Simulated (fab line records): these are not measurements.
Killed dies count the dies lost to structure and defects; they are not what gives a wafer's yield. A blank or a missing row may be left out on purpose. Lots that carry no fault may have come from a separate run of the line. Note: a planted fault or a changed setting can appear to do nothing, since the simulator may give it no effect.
Tool commonality check / flow berkeley cmos170 / Lots sampled 14, wafers sampled 42

== WHY THIS WAS OPENED ==
At UCB170_SILICIDE_RS_MEAS_02 the reading SILICIDE_TI_RS is flagged on 2 of 14 lots. No-fault wafers: 26.18 ohm/sq, standard deviation 0.25.
Rule: a lot is flagged in two cases, either no wafer of it has a number, or all its wafers with numbers fall more than 4 standard deviations from that mean. The other lots count as sound.

lot=L214; measured=day 6 14:28; on=film metro-04; SILICIDE_TI_RS (ohm/sq), wafer by wafer=26.09 26.09 26.01; flag=
lot=L212; measured=day 6 15:29; on=film metro-01; SILICIDE_TI_RS (ohm/sq), wafer by wafer=25.99 26.16 26.34; flag=
lot=L215; measured=day 6 16:08; on=film metro-03; SILICIDE_TI_RS (ohm/sq), wafer by wafer=25.97 26.16 26.13; flag=
lot=L217; measured=day 7 13:22; on=film metro-03; SILICIDE_TI_RS (ohm/sq), wafer by wafer=25.49 25.93 26.02; flag=
lot=L220; measured=day 7 21:37; on=film metro-04; SILICIDE_TI_RS (ohm/sq), wafer by wafer=26.22 26.28 26.27; flag=
lot=L219; measured=day 7 22:05; on=film metro-04; SILICIDE_TI_RS (ohm/sq), wafer by wafer=26.22 26.54 26.23; flag=
lot=L222; measured=day 8 12:29; on=film metro-04; SILICIDE_TI_RS (ohm/sq), wafer by wafer=26.02 26.56 26.26; flag=
lot=L221; measured=day 8 12:31; on=film metro-01; SILICIDE_TI_RS (ohm/sq), wafer by wafer=25.99 26.15 26.26; flag=
lot=L223; measured=day 8 13:06; on=film metro-01; SILICIDE_TI_RS (ohm/sq), wafer by wafer=11.87 11.85 11.90; flag=FLAGGED
lot=L226; measured=day 9 17:22; on=film metro-01; SILICIDE_TI_RS (ohm/sq), wafer by wafer=26.11 26.15 26.15; flag=
lot=L227; measured=day 9 21:39; on=film metro-03; SILICIDE_TI_RS (ohm/sq), wafer by wafer=26.24 26.13 26.28; flag=
lot=L230; measured=day 10 05:04; on=film metro-01; SILICIDE_TI_RS (ohm/sq), wafer by wafer=11.66 11.75 11.76; flag=FLAGGED
lot=L232; measured=day 10 21:41; on=film metro-01; SILICIDE_TI_RS (ohm/sq), wafer by wafer=26.09 26.17 26.17; flag=
lot=L235; measured=day 11 14:13; on=film metro-03; SILICIDE_TI_RS (ohm/sq), wafer by wafer=26.62 26.35 26.20; flag=
On average the flagged lots' numbers are 11.80 ohm/sq, which is -14.38 ohm/sq against the usual, or -58 standard deviations.

== LOT BY LOT: THE TOOL USED ==
Before the reading, the record contains 2 process steps out of a 331-step route. Every cell lists first the tool, next ch and the chambers used by the sampled wafers, and last the start.
lot=L214; flag=; UCB170_PVT_STRIP_08=plasma asher-02 ch 0,1, day 5 14:05; UCB170_SILICIDE_SPUTTER_01=pvd sputter-02, day 6 14:23
lot=L212; flag=; UCB170_PVT_STRIP_08=plasma asher-04 ch 0,1, day 5 14:08; UCB170_SILICIDE_SPUTTER_01=pvd sputter-02, day 6 15:26
lot=L215; flag=; UCB170_PVT_STRIP_08=plasma asher-02 ch 0,1, day 5 13:50; UCB170_SILICIDE_SPUTTER_01=pvd sputter-03, day 6 16:07
lot=L217; flag=; UCB170_PVT_STRIP_08=plasma asher-02 ch 0,1, day 6 05:28; UCB170_SILICIDE_SPUTTER_01=pvd sputter-04, day 7 13:18
lot=L220; flag=; UCB170_PVT_STRIP_08=plasma asher-04 ch 0,1, day 6 21:17; UCB170_SILICIDE_SPUTTER_01=pvd sputter-03, day 7 21:34
lot=L219; flag=; UCB170_PVT_STRIP_08=plasma asher-01 ch 0, day 6 21:52; UCB170_SILICIDE_SPUTTER_01=pvd sputter-04, day 7 22:02
lot=L222; flag=; UCB170_PVT_STRIP_08=plasma asher-04 ch 0,1, day 7 06:00; UCB170_SILICIDE_SPUTTER_01=pvd sputter-04, day 8 12:27
lot=L221; flag=; UCB170_PVT_STRIP_08=plasma asher-01 ch 0,1, day 7 05:59; UCB170_SILICIDE_SPUTTER_01=pvd sputter-02, day 8 12:27
lot=L223; flag=FLAGGED; UCB170_PVT_STRIP_08=plasma asher-04 ch 0,1, day 7 05:44; UCB170_SILICIDE_SPUTTER_01=pvd sputter-03, day 8 12:51
lot=L226; flag=; UCB170_PVT_STRIP_08=plasma asher-02 ch 0,1, day 8 14:20; UCB170_SILICIDE_SPUTTER_01=pvd sputter-04, day 9 17:17
lot=L227; flag=; UCB170_PVT_STRIP_08=plasma asher-02 ch 0,1, day 8 19:29; UCB170_SILICIDE_SPUTTER_01=pvd sputter-03, day 9 21:37
lot=L230; flag=FLAGGED; UCB170_PVT_STRIP_08=plasma asher-02 ch 0,1, day 9 00:13; UCB170_SILICIDE_SPUTTER_01=pvd sputter-04, day 10 04:41
lot=L232; flag=; UCB170_PVT_STRIP_08=plasma asher-04 ch 0,1, day 9 20:06; UCB170_SILICIDE_SPUTTER_01=pvd sputter-04, day 10 21:39
lot=L235; flag=; UCB170_PVT_STRIP_08=plasma asher-01 ch 0,1, day 10 11:16; UCB170_SILICIDE_SPUTTER_01=pvd sputter-04, day 11 14:11
What these steps do:
- UCB170_PVT_STRIP_08: strips in O2.
- UCB170_SILICIDE_SPUTTER_01: material Ti, target thk 30 nm, time 25 s.
- UCB170_SILICIDE_RS_MEAS_02: measures by four-point-probe.

== FLAGGED OVER TOTAL, TOOL BY TOOL (the gauges that took the reading come last) ==
step=UCB170_PVT_STRIP_08; tool=plasma asher-01; lots run=3; flagged=0; share of the flagged lots=none; sound lots run after its first flagged lot=-
step=UCB170_PVT_STRIP_08; tool=plasma asher-02; lots run=6; flagged=1; share of the flagged lots=some; sound lots run after its first flagged lot=0
step=UCB170_PVT_STRIP_08; tool=plasma asher-04; lots run=5; flagged=1; share of the flagged lots=some; sound lots run after its first flagged lot=2 (L222,L232)
step=UCB170_SILICIDE_SPUTTER_01; tool=pvd sputter-02; lots run=3; flagged=0; share of the flagged lots=none; sound lots run after its first flagged lot=-
step=UCB170_SILICIDE_SPUTTER_01; tool=pvd sputter-03; lots run=4; flagged=1; share of the flagged lots=some; sound lots run after its first flagged lot=1 (L227)
step=UCB170_SILICIDE_SPUTTER_01; tool=pvd sputter-04; lots run=7; flagged=1; share of the flagged lots=some; sound lots run after its first flagged lot=2 (L232,L235)
step=UCB170_SILICIDE_RS_MEAS_02; tool=film metro-01; lots run=6; flagged=2; share of the flagged lots=all; sound lots run after its first flagged lot=2 (L226,L232)
step=UCB170_SILICIDE_RS_MEAS_02; tool=film metro-03; lots run=4; flagged=0; share of the flagged lots=none; sound lots run after its first flagged lot=-
step=UCB170_SILICIDE_RS_MEAS_02; tool=film metro-04; lots run=4; flagged=0; share of the flagged lots=none; sound lots run after its first flagged lot=-

== WHAT THE TABLE PERMITS ==
In the table, 1 row covers all flagged lots: film metro-01 at UCB170_SILICIDE_RS_MEAS_02.
- film metro-01 at UCB170_SILICIDE_RS_MEAS_02: 2 of its 6 lots flagged. Lots that were sound ran on it after the first flagged one (L226, L232); a persistent fault on the entire tool would not allow that.
There is no row in the table that ran each flagged lot and no sound lot after the first.

== WHAT THE SIMULATOR PUT IN ==
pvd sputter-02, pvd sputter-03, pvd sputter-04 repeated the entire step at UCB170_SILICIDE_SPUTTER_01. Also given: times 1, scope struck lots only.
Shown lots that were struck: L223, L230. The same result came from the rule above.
